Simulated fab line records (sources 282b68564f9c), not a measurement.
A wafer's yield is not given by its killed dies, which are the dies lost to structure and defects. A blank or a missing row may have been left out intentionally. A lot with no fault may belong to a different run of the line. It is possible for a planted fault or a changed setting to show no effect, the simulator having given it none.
Code-filled problem report in 8D (eight disciplines) form / flow rit cmos / the parts of the form that need people (team, actions taken, sign-off) are left out

## 1. WHAT WENT WRONG
At RIT_NSD_HARDBAKE_07, heater power total W averages 60.03 W over 6 wafers from 2 lots, while fault-free wafers read 62.54 W, standard deviation 0.054. That is -46 standard deviations from the usual mean.
The step: time 60 s.
The first sign was on wafer L628.2 at day 5 20:03, on litho track-03. Wafers with a number at this step in the record: 42, from 14 lots. Rule for "out" (also "out of limits"): further than 4 standard deviations from the usual mean. The rest of the wafers with a number are treated as sound.

## 2. WHAT IT IS; WHAT IT IS NOT
question=which readings at this step | is=heater power total W, plate temp C | is not=-
question=which lots | is=L628, L629 | is not=L615, L616, L618, L619, L620, L621, L624, L625, L631, L635, L636, L637
question=which wafers of those lots | is=all that have a number | is not=-
question=read on which tools | is=litho track-03 | is not=litho track-01, litho track-02
question=when | is=from day 5 20:03 | is not=up to then (24 sound wafers); but 12 sound wafers of L631, L635, L636, L637 came after

## 3. SUSPECTS, AND WHAT RULES EACH OUT
Counting: a tool stays on the suspect list if, at a process step up to the reading, it processed all lots that are out and no sound lot following the first of them.
- litho track-03 at RIT_NSD_HARDBAKE_07 (time 60 s): kept. All lots that are out passed through it, beginning with L628 at day 5 20:03, and no sound lot followed; its final sound lot before that point was L616 at day 3 11:13. On those wafers its own readings are out: heater power total W, plate temp C.
The count leaves litho track-03 at RIT_NSD_HARDBAKE_07.

## 4. THE CAUSE (what the simulator had put in)
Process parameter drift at RIT_NSD_HARDBAKE_07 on litho track-03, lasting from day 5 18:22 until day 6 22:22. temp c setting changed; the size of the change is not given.
Only this tool survived the counting.

## 5. THE CHAIN OF EFFECTS, in route order
One row per reading whose mean, taken over the struck wafers that have a number, lies over 3 standard deviations from the usual. Only readings whose record carries a usual standard deviation are examined. hours: median over the lots of the time between each lot's start at the first step of this table that gives one and its start at this step. sigmas: the change, counted in usual standard deviations.
hours=0; step=RIT_NSD_HARDBAKE_07; reading=heater power total W; usual=62.54 W; on struck wafers=60.03; change=-2.51; sigmas=-46
hours=0; step=RIT_NSD_HARDBAKE_07; reading=plate temp C; usual=139.99 C; on struck wafers=135.54; change=-4.45; sigmas=-32
Here are the process steps it includes:
- RIT_NSD_HARDBAKE_07: time 60 s.
Later measuring or inspecting steps at which every struck wafer that the step has a row for has a number for every such reading, and none has moved that far: RIT_SDANNEAL_RS_MEAS_07.

## 6. WHAT WOULD HAVE CAUGHT IT SOONER
2 hours passed between the start of the fault at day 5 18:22 and the first reading out of limits in this record, taken at day 5 20:03.
